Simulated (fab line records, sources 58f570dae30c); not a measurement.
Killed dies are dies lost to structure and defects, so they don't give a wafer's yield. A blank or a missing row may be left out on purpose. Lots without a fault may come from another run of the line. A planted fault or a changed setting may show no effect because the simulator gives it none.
fab line records | flow berkeley_cmos170
record lots=5 wafers=15 last_day=13
route steps=331 shown SILICIDE@215 CONTACT@216
lots that met no fault: from a run of the same line without faults
start_h: hours from the record's first day to the start of the lot's first wafer shown | wait_h: hours since the lot's step before | " the same as in the row above | L1.1+2: a row that stands for several wafers | - no value, or no start given | * or withheld: withheld | < > ~ a bound
route shown NAME@n: a module of which the file shows steps, and the number in the route of the first | usual: mean/standard deviation of fault-free wafers | same: alike in all rows | chamber/n: place in a boat | sites: the reading at each site | _std_site: their standard deviation | _edge_site: outer sites' mean less inner sites' | radius_mm: how far each site lies from the wafer's centre | mask NAME#n: copy n | behind: the tool/chamber that last shaped the wafer | hold: why the lot was held/for how many hours/how that ended | device: the transistor (n, p or np) that didn't switch | end of line: the same wafers' tests at the end of the route | a step without rows: its recipe alone | killed: dies lost to structure and defects at the first sort, not the wafer's yield | map: a wafer's dies, x killed, . not, _ none there
set.NAME: the setting as run; set.NAME@STEP: as run at that earlier step | model.NAME: the simulator's own value behind a step, which no gauge read
lots at some steps of the route; a table a step, a row a wafer
services: from which hour (start_h, from the record's first day; less than 0 if before it) a tool's chamber was out of use, for how many hours, and why
## steps
# step UCB170_SILICIDE_WET_ETCH_05
# recipe chemistry=SPM time_s=45 temp_c=120 target=Ti
# step UCB170_CONTACT_CLEAN_00
# recipe chemistry=SPM temp_c=120 time_s=600
# step UCB170_CONTACT_CVD_01
# recipe material=PSG target_thk_nm=700 temp_c=450 precursor=SiH4/O2/PH3 time_s=2820 pressure_mtorr=300 sih4_flow_sccm=60 o2_flow_sccm=90 ph3_flow_sccm=25
# step UCB170_CONTACT_THK_MEAS_02
# recipe reads=PSG_of_CONTACT_CVD_01
# usual CONTACT_PSG_THK=701/7.1
# columns lot.wafer tool chamber start_h wait_h CONTACT_PSG_THK[nm]
L574.3 film_metro-02 - 190.98 0.0 684
L574.4 " - " " 688
L574.5 " - " " 684
L575.1 film_metro-04 - 191.93 0.0 697
L575.3 " - " " 696
L575.6 " - " " 700
L579.1 film_metro-02 - 218.18 0.0 695
L579.2 " - " " 702
L579.6 " - " " 704
L588.3 film_metro-01 - 263.81 0.0 710
L588.4 " - " " 713
L588.5 " - " " 716
L591.2 film_metro-02 - 296.58 0.0 702
L591.4 " - " " 705
L591.6 " - " " 702
# step UCB170_CONTACT_HMDS_03
# recipe prime_time_s=60 prime_temp_c=100
# step UCB170_CONTACT_COAT_04
# recipe resist=KrF spin_rpm=1500 resist_thk_nm=900
# step UCB170_CONTACT_SOFTBAKE_05
# recipe resist=KrF temp_c=130 time_s=60
# step UCB170_CONTACT_STRIP_06
# recipe chemistry=O2 power_w=400 pressure_mtorr=3500 platen_temp_c=withheld o2_flow_sccm=400 overash_fraction=0.5
# usual drypump_motor_current_A=6.0/0.48 o2_flow_sccm=400.0/1.4 oes_product_au=0.734/0.0044 strip_time_to_endpoint_s=21.96/0.059
# columns lot.wafer tool chamber start_h wait_h drypump_motor_current_A o2_flow_sccm oes_product_au rf_hours_counter_h strip_time_to_endpoint_s
L574.3 plasma_asher-03 0 191.51 0.1 5.9 402.2 0.737 - 21.91
L574.4 " 1 " " 6.2 398.7 0.734 - 21.92
L574.5 " 1 " " 6.2 399.4 0.728 - 21.96
L575.1 plasma_asher-03 1 192.44 0.1 6.2 400.8 0.738 8 21.98
L575.3 " 1 " " 6.2 400.8 0.739 - 22.10
L575.6 " 1 " " 6.2 401.4 0.739 - 22.01
L579.1 plasma_asher-01 0 218.69 0.1 5.7 400.8 0.733 42 21.90
L579.2 " 1 " " 5.2 401.7 0.739 42 21.95
L579.6 " 0 " " 5.7 401.9 0.734 - 21.91
L588.3 plasma_asher-01 0 264.33 0.1 5.7 399.7 0.736 - 22.00
L588.4 " 1 " " 5.2 399.7 0.741 - 22.03
L588.5 " 1 " " 5.2 399.9 0.726 - 22.00
L591.2 plasma_asher-02 1 297.08 0.1 6.1 399.2 0.727 58 21.87
L591.4 " 1 " " 6.1 397.5 0.733 - 21.86
L591.6 " 1 " " 6.1 398.4 0.737 - 21.89
# step UCB170_CONTACT_CLEAN_07
# recipe chemistry=SPM temp_c=120 time_s=600
# step UCB170_CONTACT_RTA_08
# recipe temp_c=900 time_s=10 ambient=N2
# usual lamp_power_pct=27.53/0.05 wafer_temp_C_max=905.5/1.2
# columns lot.wafer tool chamber start_h wait_h lamp_power_pct wafer_temp_C_max
L574.3 rtp_anneal-01 0 191.77 0.0 27.46 903.9
L574.4 " 0 " " 27.44 904.1
L574.5 " 0 " " 27.48 903.2
L575.1 rtp_anneal-02 0 192.76 0.0 27.51 905.8
L575.3 " 0 " " 27.56 907.3
L575.6 " 0 " " 27.57 904.3
L579.1 rtp_anneal-02 0 219.11 0.0 27.49 907.5
L579.2 " 0 " " 27.60 905.3
L579.6 " 0 " " 27.56 908.1
L588.3 rtp_anneal-02 0 264.59 0.0 27.63 905.8
L588.4 " 0 " " 27.50 908.9
L588.5 " 0 " " 27.55 905.8
L591.2 rtp_anneal-01 0 297.38 0.0 27.50 903.8
L591.4 " 0 " " 27.44 905.4
L591.6 " 0 " " 27.48 904.2
# step UCB170_CONTACT_COAT_09
# recipe resist=BARC temp_c=withheld time_s=withheld spin_rpm=3000 resist_thk_nm=withheld
# step UCB170_CONTACT_COAT_10
# recipe resist=KrF spin_rpm=1500 resist_thk_nm=900
# step UCB170_CONTACT_SOFTBAKE_11
# recipe resist=KrF temp_c=130 time_s=60
# columns lot.wafer tool chamber start_h wait_h
L574.3+4+5 litho_track-01 0 192 -
L575.1+3+6 litho_track-04 0 193 -
L579.1+2+6 litho_track-04 0 219 -
L588.3+4+5 litho_track-01 0 265 -
L591.2+4+6 litho_track-03 0 298 -
# step UCB170_CONTACT_EXPOSE_12
# recipe mask_id=CONT target_cd_nm=700 na=0.5 sigma_outer=0.6 source_shape=conventional dose_mj=35
# step UCB170_CONTACT_PEB_13
# recipe peb_temp_c=130 peb_time_s=withheld resist=KrF
# step UCB170_CONTACT_DEVELOP_14
# recipe developer=TMAH develop_time_s=45 resist=KrF dev_temp_c=21
# step UCB170_CONTACT_CD_MEAS_15
# recipe target_cd_nm=700
# usual cd_nm=699.7/1.6
# columns lot.wafer tool chamber start_h wait_h cd_nm
L574.3 cd_sem-02 - 192.82 - 700.1
L574.4 " - " " 699.2
L574.5 " - " " 698.6
L575.1 cd_sem-01 - 193.67 - 703.2
L575.3 " - " " 702.9
L575.6 " - " " 703.9
L579.1 cd_sem-01 - 220.69 - 699.8
L579.2 " - " " 698.5
L579.6 " - " " 699.7
L588.3 cd_sem-02 - 265.66 - 705.1
L588.4 " - " " 705.2
L588.5 " - " " 704.7
L591.2 cd_sem-01 - 300.02 - 699.4
L591.4 " - " " 698.5
L591.6 " - " " 701.1
# step UCB170_CONTACT_OVL_MEAS_16
# usual CONTACT_OVL=-1/6.5
# columns lot.wafer tool chamber start_h wait_h CONTACT_OVL[nm]
L574.3 overlay-01 - 192.91 0.1 4
L574.4 " - " " -15
L574.5 " - " " -2
L575.1 overlay-01 - 193.79 0.1 -8
L575.3 " - " " -13
L575.6 " - " " -6
L579.1 overlay-01 - 220.81 0.1 -4
L579.2 " - " " 1
L579.6 " - " " 6
L588.3 overlay-02 - 265.75 0.1 13
L588.4 " - " " 2
L588.5 " - " " 12
L591.2 overlay-01 - 300.13 0.1 -16
L591.4 " - " " -8
L591.6 " - " " -12
# step UCB170_CONTACT_ETCH_17
# recipe chemistry=N2/H2 target_depth_a=withheld overetch_a=withheld target=BARC time_s=withheld source_w=500 bias_w=100 pressure_mtorr=30 n2_flow_sccm=100 h2_flow_sccm=200
# usual drypump_motor_current_A=5.6/0.55 oes_product_au=1.001/0.02 throttle_valve_pct=13.33/0.14
# columns lot.wafer tool chamber start_h wait_h drypump_motor_current_A oes_product_au throttle_valve_pct model.CONTACT.cd_nm
L574.3 rie_diel-03 3 192.94 0.0 6.4 0.992 13.40 700.8
L574.4 " 0 " " 4.7 1.006 13.49 700.2
L574.5 " 3 " " 6.4 0.985 13.39 699.8
L575.1 rie_diel-02 2 193.83 0.0 5.1 0.974 13.48 702
L575.3 " 1 " " 5.0 0.971 13.10 702.5
L575.6 " 0 " " 5.8 1.030 13.44 704.4
L579.1 rie_diel-03 2 220.85 0.0 6.1 1.019 13.22 699.9
L579.2 " 3 " " 6.4 0.986 13.38 698
L579.6 " 2 " " 6.1 1.021 13.22 699.8
L588.3 rie_diel-02 3 265.77 0.0 5.8 1.018 13.39 705.7
L588.4 " 0 " " 5.8 1.027 13.46 706.1
L588.5 " 0 " " 5.8 1.032 13.44 706
L591.2 rie_diel-02 1 300.16 0.0 5.0 0.977 13.12 698.4
L591.4 " 0 " " 5.8 1.016 13.48 699.4
L591.6 " 3 " " 5.8 1.019 13.40 700.8
# step UCB170_CONTACT_ETCH_18
# recipe chemistry=CHF3/CF4/Ar target=PSG stop_on=TiSi2 CHF3_flow_sccm=45 cf4_flow_sccm=15 Ar_flow_sccm=150 pressure_mtorr=200 rf_w=700 target_depth_a=8400 over_etch_frac=0.2 time_s=195
# usual drypump_motor_current_A=5.6/0.55 oes_product_au=0.899/0.0095 throttle_valve_pct=6.97/0.072
# columns lot.wafer tool chamber start_h wait_h drypump_motor_current_A oes_product_au rf_hours_counter_h throttle_valve_pct model.CONTACT.cd_nm
L574.3 rie_diel-03 3 - - 6.4 0.879 52 6.94 700.2
L574.4 " 0 " " 4.7 0.884 114 7.05 700
L574.5 " 3 " " 6.4 0.879 - 6.94 699.3
L575.1 rie_diel-02 2 - - 5.1 0.893 16 6.98 701.9
L575.3 " 1 " " 5.0 0.896 62 6.90 702.4
L575.6 " 0 " " 5.9 0.914 - 7.07 704.6
L579.1 rie_diel-03 2 - - 6.1 0.891 29 6.96 700.2
L579.2 " 3 " " 6.4 0.898 54 6.93 697.9
L579.6 " 2 " " 6.1 0.902 - 6.95 700.2
L588.3 rie_diel-02 3 - - 5.8 0.909 7 6.99 705.4
L588.4 " 0 " " 5.9 0.922 17 7.08 705.8
L588.5 " 0 " " 5.9 0.920 - 7.08 705.7
L591.2 rie_diel-02 1 - - 5.0 0.904 67 6.90 698.2
L591.4 " 0 " " 5.8 0.910 19 7.08 699.4
L591.6 " 3 " " 5.8 0.903 - 6.98 700.9
# step UCB170_CONTACT_STRIP_19
# recipe chemistry=O2 power_w=400 pressure_mtorr=3500 platen_temp_c=withheld o2_flow_sccm=400 overash_fraction=0.5
# usual drypump_motor_current_A=6.0/0.48 o2_flow_sccm=400.1/1.2 oes_product_au=0.725/0.0044
# columns lot.wafer tool chamber start_h wait_h drypump_motor_current_A o2_flow_sccm oes_product_au rf_hours_counter_h
L574.3 plasma_asher-01 1 193.14 - 5.1 402.2 0.724 -
L574.4 " 0 " " 5.7 398.8 0.725 -
L574.5 " 0 " " 5.7 399.5 0.721 -
L575.1 plasma_asher-03 0 193.99 - 5.9 399.8 0.724 8
L575.3 " 0 " " 5.9 398.7 0.733 -
L575.6 " 0 " " 5.8 400.9 0.727 -
L579.1 plasma_asher-01 0 221.02 - 5.7 401.7 0.733 43
L579.2 " 1 " " 5.2 402.7 0.722 43
L579.6 " 0 " " 5.7 399.9 0.723 -
L588.3 plasma_asher-02 0 265.97 - 6.7 399.1 0.719 -
L588.4 " 1 " " 6.1 399.2 0.730 -
L588.5 " 1 " " 6.1 401.0 0.725 -
L591.2 plasma_asher-01 1 300.33 - 5.2 402.0 0.727 50
L591.4 " 1 " " 5.2 401.2 0.717 -
L591.6 " 0 " " 5.7 399.6 0.721 -
# step UCB170_CONTACT_CD_MEAS_90
# recipe target_cd_nm=700
# usual cd_nm=699.7/1.7
# columns lot.wafer tool chamber start_h wait_h cd_nm
L574.3 cd_sem-01 - 193.25 0.1 700.4
L574.4 " - " " 700.2
L574.5 " - " " 699.5
L575.1 cd_sem-01 - 194.09 0.1 701.9
L575.3 " - " " 702.3
L575.6 " - " " 704.5
L579.1 cd_sem-01 - 221.12 0.1 700.1
L579.2 " - " " 697.5
L579.6 " - " " 700.2
L588.3 cd_sem-01 - 266.08 0.1 705.8
L588.4 " - " " 705.5
L588.5 " - " " 705.1
L591.2 cd_sem-01 - 300.45 0.1 698.4
L591.4 " - " " 699.7
L591.6 " - " " 700.8
# step UCB170_CONTACT_CLEAN_20
# recipe chemistry=SPM temp_c=120 time_s=600
## services
# columns tool chamber start_h hours kind
rie_diel-03 - 190.23 2.0 repair
rie_diel-02 2 205.61 3.8 repair
rie_diel-03 - 239.31 0.2 repair
rie_diel-02 1 260.36 2.8 repair
rie_diel-03 - 269.70 0.4 repair
rie_diel-02 3 272.13 3.3 repair
## key
first_sign step=UCB170_CONTACT_CD_MEAS_15 reading=cd_nm direction=up sigmas=3.4 usual=699.7 struck=705.0
effect step=UCB170_CONTACT_CD_MEAS_90 reading=cd_nm direction=up sigmas=3.4 usual=699.7 struck=705.5
model_effect step=UCB170_CONTACT_ETCH_17 value=CONTACT.cd_nm without=701.7 struck=705.9
model_effect step=UCB170_CONTACT_ETCH_18 value=CONTACT.cd_nm without=701.4 struck=705.6
met_at UCB170_CONTACT_SOFTBAKE_11
struck_wafers L588.3,L588.4,L588.5
sort_left_out L588.3,L588.4,L588.5
tester_left_out L588
onset_between 192 265
also_fits UCB170_CONTACT_STRIP_06:plasma_asher-01,UCB170_CONTACT_RTA_08:rtp_anneal-02
fault kind=process_parameter_drift tool=litho_track-01 chamber=- onset_h=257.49 steps=UCB170_CONTACT_SOFTBAKE_11 channel=time_s offset=* shape=step end_h=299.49 acts_in=* stated=*
# tester_left_out: of these lots the tester's yield and bins aren't shown, on N5 and GAA mostly nor the transistor test; their killed dies are dies lost to structure and defects alone, not to doping, threshold or leakage, so they don't give the yield
# sort_left_out: the simulated sort isn't trusted on such a fault, so these wafers' sort isn't shown, and their yield isn't known
